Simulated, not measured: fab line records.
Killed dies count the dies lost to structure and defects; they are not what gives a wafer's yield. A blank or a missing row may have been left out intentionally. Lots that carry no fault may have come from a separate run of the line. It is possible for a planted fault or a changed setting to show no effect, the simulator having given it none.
fab line records    flow ritCmos
record: lots: 7  wafers: 21  lastDay: 7
route steps=202 shown FOX2@24 NWELL@28 PWELL@39 WELLDRIVE@50 M1@202
lots with no fault: from the same line, run without faults
startH: hours from the record's first day to the start of the lot's first wafer shown    waitH: time in hours since the lot's previous step    " identical to the entry in the row above    L1.1+2: several wafers, shown together as one row    - either no value or no given start    * or withheld: withheld    < > ~ a bound
route shown NAME@n: names a module that has steps shown in the file, with the first one's number in the route    usual: the fault-free wafers' mean and standard deviation    same: alike in all rows    chamber/n: place in a boat    sites: per-site readings    _std_site: standard deviation across them    _edge_site: inner sites' mean taken away from outer sites' mean    radiusMm: how far each site lies from the wafer's centre    mask NAME#n: copy n    behind: the tool/chamber that last shaped the wafer    hold: what put the lot on hold/how long, in hours/how the hold closed    device: which transistor (n, p or np) failed to switch    end of line: tests run on the same wafers once the route is complete    step lacking rows: just its recipe    killed: dies that structure and defects cost at the first sort, which is not the same as the wafer's yield    map: a wafer's dies, marking killed ones x, the rest . and places with no die _
set.NAME: the setting that was run; set.NAME@STEP: the one run at that earlier step    model.NAME: the simulator's own value behind a step, which no gauge read
lots at some steps of the route; a table a step, a row a wafer
services: a tool's chamber out of use, with start hour (startH, from the record's first day; less than 0 if before it), hours out, and reason
== steps ==
step: RIT_FOX2_THK_MEAS_01
recipe: reads: SiO2_of_FOX2_OXIDATION_00
usual: FOX2_OXIDE_THK: 351/6.6
lot.wafer  tool          chamber  startH  waitH  FOX2_OXIDE_THK[nm]
L837.2     filmMetro-02  -        39.25   0.0    354
L837.5     "             -        "       "      360
L837.6     "             -        "       "      354
L840.2     filmMetro-02  -        53.90   0.0    351
L840.3     "             -        "       "      348
L840.4     "             -        "       "      355
L841.3     filmMetro-02  -        59.25   0.0    350
L841.4     "             -        "       "      355
L841.5     "             -        "       "      347
L842.2     filmMetro-02  -        63.46   0.0    339
L842.5     "             -        "       "      331
L842.6     "             -        "       "      329
L849.2     filmMetro-02  -        98.44   0.0    357
L849.4     "             -        "       "      358
L849.5     "             -        "       "      357
L850.3     filmMetro-02  -        104.85  0.0    346
L850.4     "             -        "       "      353
L850.5     "             -        "       "      341
L853.1     filmMetro-02  -        118.88  0.0    351
L853.4     "             -        "       "      353
L853.6     "             -        "       "      348
step: RIT_FOX2_CLEAN_02
recipe: chemistry: dHF  dilution: 50:1  timeS: 180
step: RIT_FOX2_WET_ETCH_03
recipe: chemistry: H3PO4  target: Si3N4  targetDepthNm: 195  tempC: 165  timeS: 2700
step: RIT_FOX2_THK_MEAS_90
recipe: reads: SiO2_of_FOX2_OXIDATION_00
usual: FIELD_OXIDE_LEFT_1_THK: 324/6.7
lot.wafer  tool          chamber  startH  waitH  FIELD_OXIDE_LEFT_1_THK[nm]
L837.2     filmMetro-04  -        40.14   0.0    327
L837.5     "             -        "       "      332
L837.6     "             -        "       "      326
L840.2     filmMetro-02  -        54.85   0.0    323
L840.3     "             -        "       "      321
L840.4     "             -        "       "      328
L841.3     filmMetro-02  -        60.20   0.0    322
L841.4     "             -        "       "      327
L841.5     "             -        "       "      319
L842.2     filmMetro-02  -        64.33   0.0    311
L842.5     "             -        "       "      303
L842.6     "             -        "       "      302
L849.2     filmMetro-02  -        99.32   0.0    329
L849.4     "             -        "       "      331
L849.5     "             -        "       "      330
L850.3     filmMetro-04  -        105.73  0.0    319
L850.4     "             -        "       "      325
L850.5     "             -        "       "      314
L853.1     filmMetro-01  -        119.75  0.0    324
L853.4     "             -        "       "      325
L853.6     "             -        "       "      321
step: RIT_NWELL_HMDS_00
recipe: primeTimeS: 60  primeTempC: 140
step: RIT_NWELL_COAT_01
recipe: resist: NOVOLAK  spinRpm: 2000  resistThkNm: 1300
step: RIT_NWELL_SOFTBAKE_02
recipe: resist: NOVOLAK  tempC: 90  timeS: 60
step: RIT_NWELL_EXPOSE_03
recipe: maskId: M2  na: 0.57  targetCdNm: 43900  doseMj: 250
step: RIT_NWELL_PEB_04
recipe: resist: NOVOLAK  tempC: withheld  timeS: withheld
step: RIT_NWELL_DEVELOP_05
recipe: resist: NOVOLAK  developTimeS: 68  devTempC: 23
step: RIT_NWELL_OVL_MEAS_06
usual: NWELL_OVL: 1.2/1.5
lot.wafer  tool        chamber  startH  waitH  NWELL_OVL[nm]
L837.2     overlay-01  -        41.30   -      3.2
L837.5     "           -        "       "      3.0
L837.6     "           -        "       "      2.3
L840.2     overlay-02  -        55.79   -      3.1
L840.3     "           -        "       "      2.1
L840.4     "           -        "       "      2.6
L841.3     overlay-01  -        61.36   -      0.3
L841.4     "           -        "       "      0.5
L841.5     "           -        "       "      0.4
L842.2     overlay-01  -        65.39   -      2.3
L842.5     "           -        "       "      4.2
L842.6     "           -        "       "      1.4
L849.2     overlay-01  -        100.51  -      0.6
L849.4     "           -        "       "      0.8
L849.5     "           -        "       "      1.9
L850.3     overlay-02  -        106.66  -      2.2
L850.4     "           -        "       "      1.4
L850.5     "           -        "       "      2.8
L853.1     overlay-01  -        120.69  -      1.7
L853.4     "           -        "       "      0.3
L853.6     "           -        "       "      -0.3
step: RIT_NWELL_HARDBAKE_07
recipe: resist: NOVOLAK  tempC: 139.4  timeS: 120
step: RIT_NWELL_IMPLANT_08
recipe: species: P  energyKev: 170  doseCm2: 5e+13  tiltDeg: 7
usual: beamEnergyKeV: 170.00/0.05  doseIonsCm2: 5e+13/5.9e+10
lot.wafer  tool          chamber  startH  waitH  beamEnergyKeV  doseIonsCm2  model.implant.rpNm  model.implant.drpNm
L837.2     implanter-04  0        41.62   0.2    170.01         5.004e+13    202                 68.82
L837.5     "             0        "       "      169.89         5.012e+13    202                 68.82
L837.6     "             0        "       "      169.94         5.003e+13    202                 68.82
L840.2     implanter-02  0        56.09   0.2    170.00         4.997e+13    206                 68.82
L840.3     "             0        "       "      169.92         4.992e+13    206                 68.82
L840.4     "             0        "       "      169.95         5.007e+13    206                 68.82
L841.3     implanter-02  0        61.68   0.2    170.04         5.005e+13    216.7               68.82
L841.4     "             0        "       "      169.99         4.999e+13    216.7               68.82
L841.5     "             0        "       "      169.96         4.997e+13    216.7               68.82
L842.2     implanter-03  0        65.70   0.2    170.00         4.994e+13    215.9               68.82
L842.5     "             0        "       "      169.95         4.997e+13    215.9               68.82
L842.6     "             0        "       "      170.03         4.997e+13    215.9               68.82
L849.2     implanter-03  0        100.82  0.2    214.21         4.998e+13    271.8               81.3
L849.4     "             0        "       "      214.07         4.994e+13    271.8               81.3
L849.5     "             0        "       "      214.12         4.993e+13    271.8               81.3
L850.3     implanter-03  0        106.99  0.2    214.21         5.004e+13    261                 81.3
L850.4     "             0        "       "      214.21         5.002e+13    261                 81.3
L850.5     "             0        "       "      214.19         5.006e+13    261                 81.3
L853.1     implanter-03  0        120.98  0.2    214.18         4.999e+13    276                 81.3
L853.4     "             0        "       "      214.13         5.002e+13    276                 81.3
L853.6     "             0        "       "      214.16         4.995e+13    276                 81.3
step: RIT_NWELL_STRIP_09
recipe: chemistry: O2  timeS: 180  resist: NOVOLAK  platenTempC: withheld  powerW: 500  pressureMtorr: 4000  o2FlowSccm: 4000
usual: drypumpMotorCurrentA: 5.81/0.19
same: timeS: 180
lot.wafer  tool            chamber  startH  waitH  drypumpMotorCurrentA  rfHoursCounterH
L837.2     plasmaAsher-04  0        41.74   0.1    5.29                  25
L837.5     "               0        "       "      5.31                  -
L837.6     "               1        "       "      5.74                  -
L840.2     plasmaAsher-03  1        56.22   0.1    5.83                  39
L840.3     "               1        "       "      5.82                  -
L840.4     "               0        "       "      5.94                  -
L841.3     plasmaAsher-02  0        61.84   0.1    5.90                  -
L841.4     "               1        "       "      5.81                  -
L841.5     "               1        "       "      5.84                  -
L842.2     plasmaAsher-03  1        65.82   0.1    5.85                  40
L842.5     "               1        "       "      5.83                  -
L842.6     "               0        "       "      5.92                  -
L849.2     plasmaAsher-03  0        100.94  0.1    5.94                  44
L849.4     "               1        "       "      5.87                  -
L849.5     "               1        "       "      5.85                  -
L850.3     plasmaAsher-02  1        107.15  0.1    5.80                  -
L850.4     "               0        "       "      5.91                  -
L850.5     "               1        "       "      5.84                  -
L853.1     plasmaAsher-02  0        121.13  0.1    5.93                  0
L853.4     "               0        "       "      5.91                  -
L853.6     "               0        "       "      5.89                  -
step: RIT_NWELL_TW_MEAS_10
usual: NWELL_TW: 2162/11
lot.wafer  tool          chamber  startH  waitH  NWELL_TW
L837.2     filmMetro-02  -        41.93   0.1    2179
L837.5     "             -        "       "      2168
L837.6     "             -        "       "      2178
L840.2     filmMetro-01  -        56.40   0.1    2148
L840.3     "             -        "       "      2157
L840.4     "             -        "       "      2162
L841.3     filmMetro-03  -        61.97   0.1    2174
L841.4     "             -        "       "      2174
L841.5     "             -        "       "      2185
L842.2     filmMetro-02  -        66.01   0.1    2180
L842.5     "             -        "       "      2180
L842.6     "             -        "       "      2183
L849.2     filmMetro-02  -        101.13  0.1    2257
L849.4     "             -        "       "      2277
L849.5     "             -        "       "      2270
L850.3     filmMetro-02  -        107.28  0.1    2253
L850.4     "             -        "       "      2266
L850.5     "             -        "       "      2242
L853.1     filmMetro-01  -        121.31  0.1    2255
L853.4     "             -        "       "      2251
L853.6     "             -        "       "      2255
step: RIT_PWELL_HMDS_00
recipe: primeTimeS: 60  primeTempC: 140
step: RIT_PWELL_COAT_01
recipe: resist: NOVOLAK  spinRpm: 1959  resistThkNm: 1300
step: RIT_PWELL_SOFTBAKE_02
recipe: resist: NOVOLAK  tempC: 90  timeS: 60
step: RIT_PWELL_EXPOSE_03
recipe: maskId: M3  na: 0.57  targetCdNm: 43700  doseMj: 250
step: RIT_PWELL_PEB_04
recipe: resist: NOVOLAK  tempC: withheld  timeS: withheld
step: RIT_PWELL_DEVELOP_05
recipe: resist: NOVOLAK  developTimeS: 68  devTempC: 23
step: RIT_PWELL_OVL_MEAS_06
usual: PWELL_OVL: -0.2/1.3
lot.wafer  tool        chamber  startH  waitH  PWELL_OVL[nm]
L837.2     overlay-01  -        42.99   -      -0.5
L837.5     "           -        "       "      0.0
L837.6     "           -        "       "      -0.4
L840.2     overlay-02  -        57.34   -      -0.3
L840.3     "           -        "       "      -1.7
L840.4     "           -        "       "      0.6
L841.3     overlay-01  -        63.16   -      -0.2
L841.4     "           -        "       "      -0.6
L841.5     "           -        "       "      -0.2
L842.2     overlay-01  -        67.11   -      3.3
L842.5     "           -        "       "      0.9
L842.6     "           -        "       "      0.2
L849.2     overlay-01  -        102.06  -      -2.2
L849.4     "           -        "       "      -1.1
L849.5     "           -        "       "      -2.4
L850.3     overlay-02  -        108.34  -      1.5
L850.4     "           -        "       "      1.0
L850.5     "           -        "       "      2.0
L853.1     overlay-01  -        122.48  -      1.5
L853.4     "           -        "       "      -1.3
L853.6     "           -        "       "      -0.8
step: RIT_PWELL_HARDBAKE_07
recipe: resist: NOVOLAK  tempC: 140  timeS: 120
step: RIT_PWELL_IMPLANT_08
recipe: species: B  energyKev: 170  doseCm2: 7e+13  tiltDeg: 7
step: RIT_PWELL_STRIP_09
recipe: chemistry: O2  timeS: 180  resist: NOVOLAK  platenTempC: withheld  powerW: 500  pressureMtorr: 4000  o2FlowSccm: 4000
usual: drypumpMotorCurrentA: 5.4/0.46
same: timeS: 180
lot.wafer  tool            chamber  startH  waitH  drypumpMotorCurrentA  rfHoursCounterH
L837.2     plasmaAsher-02  1        43.42   0.1    5.8                   41
L837.5     "               1        "       "      5.8                   -
L837.6     "               0        "       "      5.9                   -
L840.2     plasmaAsher-01  0        57.77   0.1    4.7                   41
L840.3     "               1        "       "      5.1                   -
L840.4     "               0        "       "      4.6                   -
L841.3     plasmaAsher-04  0        63.65   0.1    5.3                   -
L841.4     "               1        "       "      5.8                   -
L841.5     "               1        "       "      5.8                   -
L842.2     plasmaAsher-02  0        67.54   0.1    5.9                   44
L842.5     "               1        "       "      5.8                   -
L842.6     "               0        "       "      5.9                   -
L849.2     plasmaAsher-02  1        102.49  0.1    5.8                   48
L849.4     "               1        "       "      5.8                   -
L849.5     "               0        "       "      5.9                   -
L850.3     plasmaAsher-01  1        108.82  0.1    5.2                   -
L850.4     "               0        "       "      4.6                   -
L850.5     "               1        "       "      5.2                   -
L853.1     plasmaAsher-01  1        122.91  0.1    5.2                   48
L853.4     "               1        "       "      5.2                   -
L853.6     "               1        "       "      5.2                   -
step: RIT_PWELL_TW_MEAS_10
usual: PWELL_TW: 961/5
lot.wafer  tool          chamber  startH  waitH  PWELL_TW
L837.2     filmMetro-03  -        43.61   0.1    971
L837.5     "             -        "       "      968
L837.6     "             -        "       "      971
L840.2     filmMetro-02  -        57.95   0.1    961
L840.3     "             -        "       "      960
L840.4     "             -        "       "      959
L841.3     filmMetro-01  -        63.78   0.1    953
L841.4     "             -        "       "      958
L841.5     "             -        "       "      949
L842.2     filmMetro-02  -        67.72   0.1    968
L842.5     "             -        "       "      963
L842.6     "             -        "       "      968
L849.2     filmMetro-01  -        102.68  0.1    964
L849.4     "             -        "       "      963
L849.5     "             -        "       "      963
L850.3     filmMetro-02  -        108.96  0.1    958
L850.4     "             -        "       "      962
L850.5     "             -        "       "      960
L853.1     filmMetro-01  -        123.09  0.1    964
L853.4     "             -        "       "      960
L853.6     "             -        "       "      963
step: RIT_WELLDRIVE_ANNEAL_00
recipe: tempC: 1100  timeS: 14700  ambient: N2
step: RIT_WELLDRIVE_RS_MEAS_01
recipe: thkMeasGauge: four-point-probe
usual: NWELL_RS: 275.5/0.81
lot.wafer  tool          chamber  startH  waitH  NWELL_RS[ohm/sq]
L837.2     filmMetro-03  -        48.76   0.0    275.0
L837.5     "             -        "       "      274.8
L837.6     "             -        "       "      274.7
L840.2     filmMetro-02  -        63.11   0.0    277.0
L840.3     "             -        "       "      275.7
L840.4     "             -        "       "      276.5
L841.3     filmMetro-01  -        68.95   0.0    274.4
L841.4     "             -        "       "      275.9
L841.5     "             -        "       "      275.2
L842.2     filmMetro-02  -        74.01   0.0    274.0
L842.5     "             -        "       "      273.7
L842.6     "             -        "       "      273.5
L849.2     filmMetro-02  -        107.83  0.0    272.2
L849.4     "             -        "       "      272.2
L849.5     "             -        "       "      271.3
L850.3     filmMetro-01  -        114.12  0.0    274.0
L850.4     "             -        "       "      272.6
L850.5     "             -        "       "      273.6
L853.1     filmMetro-02  -        128.70  0.0    273.5
L853.4     "             -        "       "      272.4
L853.6     "             -        "       "      273.5
step: RIT_WELLDRIVE_RS_MEAS_02
recipe: thkMeasGauge: four-point-probe
usual: PWELL_RS: 429.4/1.2
lot.wafer  tool          chamber  startH  waitH  PWELL_RS[ohm/sq]
L837.2     filmMetro-03  -        48.88   0.1    428.8
L837.5     "             -        "       "      428.4
L837.6     "             -        "       "      427.4
L840.2     filmMetro-02  -        63.23   0.1    431.2
L840.3     "             -        "       "      430.1
L840.4     "             -        "       "      431.3
L841.3     filmMetro-01  -        69.07   0.1    428.7
L841.4     "             -        "       "      429.3
L841.5     "             -        "       "      429.8
L842.2     filmMetro-02  -        74.13   0.1    430.1
L842.5     "             -        "       "      431.6
L842.6     "             -        "       "      429.6
L849.2     filmMetro-02  -        107.95  0.1    428.4
L849.4     "             -        "       "      428.0
L849.5     "             -        "       "      429.2
L850.3     filmMetro-01  -        114.24  0.1    429.9
L850.4     "             -        "       "      429.1
L850.5     "             -        "       "      429.9
L853.1     filmMetro-02  -        128.82  0.1    429.1
L853.4     "             -        "       "      429.4
L853.6     "             -        "       "      429.6
step: RIT_M1_PROBE_99
usual: killedAtContacts: 0.0/0.18  killedAtFrontEnd: 6/3.1  killedDies: 6/3.1  killedOnRim: 1.7/1.5  killedOpen: 3.4/1.9  killedShort: 3.1/2
same: grossDies: 264  killed_at_M0_to_M3: 0  killed_at_M4_up: 0  killedAtBackSide: 0  killedAtOther: 0
lot.wafer  tool       chamber  startH  waitH  killedAtContacts  killedAtFrontEnd  killedDies  killedOnRim  killedOpen  killedShort  model.etest.fieldPMetal.vtV  model.etest.nwellPinched.rsOhmSq  model.etest.fieldP.vtV  model.etest.wellEdgeLeft.lineOhmUm  model.etest.wellEdgeRight.lineOhmUm  model.etest.isoNwellNwell.bvV  model.etest.isoPplusPwell.lateralLog10AUm  model.etest.pmosNarrow.offLog10AUm
L837.2     prober-01  -        76.83   0.1    0                 3                 3           1            3           0            -28.42                       341                               -12.22                  183.3                               181                                  22.42                          -9.249                                     -12.65
L837.5     prober-01  -        76.98   0.2    1                 4                 5           1            4           1            -28.92                       337.7                             -12.39                  184.2                               183.1                                22.2                           -9.284                                     -12.66
L837.6     prober-01  -        77.03   0.2    0                 6                 6           3            3           3            -28.72                       336.6                             -12.09                  180.8                               181.9                                22.48                          -9.249                                     -12.54
L840.2     prober-02  -        91.93   0.1    0                 9                 9           4            5           4            -28.99                       335.4                             -12.29                  182.6                               181.4                                22.33                          -9.215                                     -12.7
L840.3     prober-02  -        91.98   0.2    0                 12                12          3            6           6            -29.06                       339.5                             -12.21                  183.6                               182.5                                22.21                          -9.263                                     -12.67
L840.4     prober-02  -        92.03   0.2    0                 5                 5           1            2           3            -28.87                       336.5                             -12.25                  181.8                               184.4                                22.24                          -9.208                                     -12.9
L841.3     prober-01  -        98.64   0.2    0                 9                 9           4            3           6            -29.99                       333.9                             -12.81                  180.9                               183.8                                22.13                          -9.237                                     -12.77
L841.4     prober-01  -        98.69   0.2    0                 4                 4           2            4           0            -30.49                       333.5                             -12.84                  182.2                               181.1                                21.94                          -9.267                                     -12.82
L841.5     prober-01  -        98.74   0.2    0                 6                 6           0            1           5            -30.69                       339.5                             -12.85                  177.8                               182.5                                21.62                          -9.29                                      -12.8
L842.2     prober-02  -        103.72  0.1    0                 5                 5           1            4           1            -30.81                       332.8                             -12.81                  180.7                               179.4                                22.3                           -9.344                                     -12.81
L842.5     prober-02  -        103.87  0.2    0                 8                 8           3            6           2            -31.9                        339                               -12.99                  181.3                               181.3                                21.89                          -9.331                                     -12.69
L842.6     prober-02  -        103.92  0.2    0                 9                 9           3            5           4            -32.1                        335.3                             -12.91                  180.8                               184                                  21.68                          -9.262                                     -12.82
L849.2     prober-01  -        138.38  0.1    0                 5                 5           0            2           3            -41.89                       331.9                             -18.23                  176.5                               178.4                                20.64                          -9.36                                      -12.98
L849.4     prober-01  -        138.48  0.2    0                 4                 4           3            1           3            -42.28                       325                               -18.21                  178.4                               176.6                                20.63                          -9.427                                     -13.06
L849.5     prober-01  -        138.53  0.2    0                 6                 6           1            4           2            -42.61                       328.4                             -18.26                  177.4                               178.7                                20.73                          -9.424                                     -13.04
L850.3     prober-02  -        143.73  0.2    1                 3                 4           2            3           1            -40.24                       335.1                             -17.16                  179.6                               181.3                                20.55                          -9.421                                     -13.05
L850.4     prober-02  -        143.78  0.2    0                 4                 4           0            2           2            -39.47                       336.8                             -17.01                  180.2                               178.8                                20.83                          -9.368                                     -13.04
L850.5     prober-02  -        143.83  0.2    0                 3                 3           0            1           2            -41.89                       328.6                             -17.29                  179.1                               179.7                                20.66                          -9.358                                     -13.06
L853.1     prober-01  -        157.77  0.1    0                 3                 3           1            1           2            -43.09                       334.5                             -18.61                  178.9                               176.7                                20.55                          -9.435                                     -12.79
L853.4     prober-01  -        157.92  0.2    0                 7                 7           0            5           2            -43.45                       333.4                             -18.71                  178.3                               179.1                                20.2                           -9.395                                     -13.02
L853.6     prober-01  -        158.02  0.2    0                 6                 6           1            3           3            -44.2                        333.6                             -18.82                  181.6                               179.2                                20.36                          -9.438                                     -12.87
killed by level:class
L837.2 REOX:geometricParticle:open=2 FOX1:geometricParticle:open=1
L837.5 FOX1:geometricParticle:open=1 GATE:geometricParticle:open=1 REOX:geometricParticle:short=1 SPACER:geometricParticle:open=1 CONTACT:geometricParticle:open=1
L837.6 GATE:geometricParticle:open=2 GATE:geometricParticle:short=2 FOX1:geometricParticle:short=1 REOX:geometricParticle:open=1
L840.2 GATE:geometricParticle:short=3 GATE:geometricParticle:open=2 REOX:geometricParticle:open=2 FOX2:geometricParticle:open=1 SPACER:geometricParticle:short=1
L840.3 GATE:geometricParticle:open=3 REOX:geometricParticle:short=3 REOX:geometricParticle:open=3 GATE:geometricParticle:short=2 FOX2:geometricParticle:short=1
L840.4 GATE:geometricParticle:short=1 GATE:geometricParticle:open=1 REOX:geometricParticle:short=1 SPACER:geometricParticle:short=1 SPACER:geometricParticle:open=1
L841.3 GATE:geometricParticle:open=3 SILICIDE:geometricParticle:short=3 GATE:geometricParticle:short=2 REOX:geometricParticle:short=1
L841.4 GATE:geometricParticle:open=2 FOX2:geometricParticle:open=1 SPACER:geometricParticle:open=1
L841.5 GATE:geometricParticle:short=4 FOX2:geometricParticle:open=1 SPACER:geometricParticle:short=1
L842.2 FOX1:geometricParticle:open=2 GATE:geometricParticle:short=1 GATE:geometricParticle:open=1 REOX:geometricParticle:open=1
L842.5 GATE:geometricParticle:open=3 FOX1:geometricParticle:open=1 REOX:geometricParticle:short=1 REOX:geometricParticle:open=1 SPACER:geometricParticle:open=1 SPACER:geometricParticle:short=1
L842.6 FOX1:geometricParticle:open=3 SPACER:geometricParticle:short=2 ACTIVE:geometricParticle:short=1 FOX1:geometricParticle:short=1 GATE:geometricParticle:open=1 SPACER:geometricParticle:open=1
L849.2 SILICIDE:geometricParticle:open=2 FOX1:geometricParticle:short=1 GATE:geometricParticle:short=1 REOX:geometricParticle:short=1
L849.4 GATE:geometricParticle:short=2 FOX1:geometricParticle:short=1 SILICIDE:geometricParticle:open=1
L849.5 FOX1:geometricParticle:open=2 REOX:geometricParticle:open=2 SILICIDE:geometricParticle:short=2
L850.3 GATE:geometricParticle:open=2 FOX2:geometricParticle:short=1 CONTACT:geometricParticle:open=1
L850.4 GATE:geometricParticle:open=1 REOX:geometricParticle:short=1 SPACER:geometricParticle:short=1 SPACER:geometricParticle:open=1
L850.5 FOX1:geometricParticle:short=1 FOX2:geometricParticle:open=1 SILICIDE:geometricParticle:short=1
L853.1 FOX1:geometricParticle:open=1 FOX2:geometricParticle:short=1 GATE:geometricParticle:short=1
L853.4 GATE:geometricParticle:open=3 FOX1:geometricParticle:short=1 FOX2:geometricParticle:open=1 GATE:geometricParticle:short=1 SPACER:geometricParticle:open=1
L853.6 GATE:geometricParticle:open=2 FOX1:geometricParticle:short=1 FOX1:geometricParticle:open=1 GATE:geometricParticle:short=1 SPACER:geometricParticle:short=1
== services ==
tool            chamber  startH  hours  kind
implanter-02    -        26.92   4.4    repair
implanter-02    -        44.78   2.9    repair
implanter-04    -        46.65   1.8    repair
implanter-03    -        73.07   11.8   pm
implanter-02    -        73.58   2.8    pm
plasmaAsher-02  -        108.75  9.0    pm
plasmaAsher-02  0        108.75  9.0    ventCycle
plasmaAsher-02  1        108.75  9.0    ventCycle
plasmaAsher-02  0        117.75  -      clean
plasmaAsher-02  1        117.75  -      clean
== key ==
firstSign: step: RIT_NWELL_IMPLANT_08  reading: beamEnergyKeV  direction: up  sigmas: 99+  usual: 170.00  struck: 214.17
effect: step: RIT_NWELL_TW_MEAS_10  reading: NWELL_TW  direction: up  sigmas: 8.5  usual: 2162  struck: 2259
effect: step: RIT_WELLDRIVE_RS_MEAS_01  reading: NWELL_RS  direction: down  sigmas: 3.3  usual: 275.5  struck: 272.8
modelEffect: step: RIT_NWELL_IMPLANT_08  value: implant.rpNm  without: 212.8  struck: 269.6
modelEffect: step: RIT_M1_PROBE_99  value: etest.fieldPMetal.vtV  without: -29.75  struck: -42.12
metAt RIT_NWELL_IMPLANT_08
struckWafers L849.2,L849.4,L849.5,L850.3,L850.4,L850.5,L853.1,L853.4,L853.6
testerLeftOut L849,L850,L853
onsetBetween 65.70 100.82
fault: kind: processParameterDrift  tool: implanter-03  chamber: -  onsetH: 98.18  steps: RIT_NWELL_IMPLANT_08  channel: energyKev  offset: 44.2  shape: step  endH: 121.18  actsIn: theseRecipesOnly  stated: 170
testerLeftOut: of these lots the tester's yield and bins aren't shown, on N5 and GAA mostly nor the transistor test; their killed dies are dies lost to structure and defects alone, not to doping, threshold or leakage, so they don't give the yield
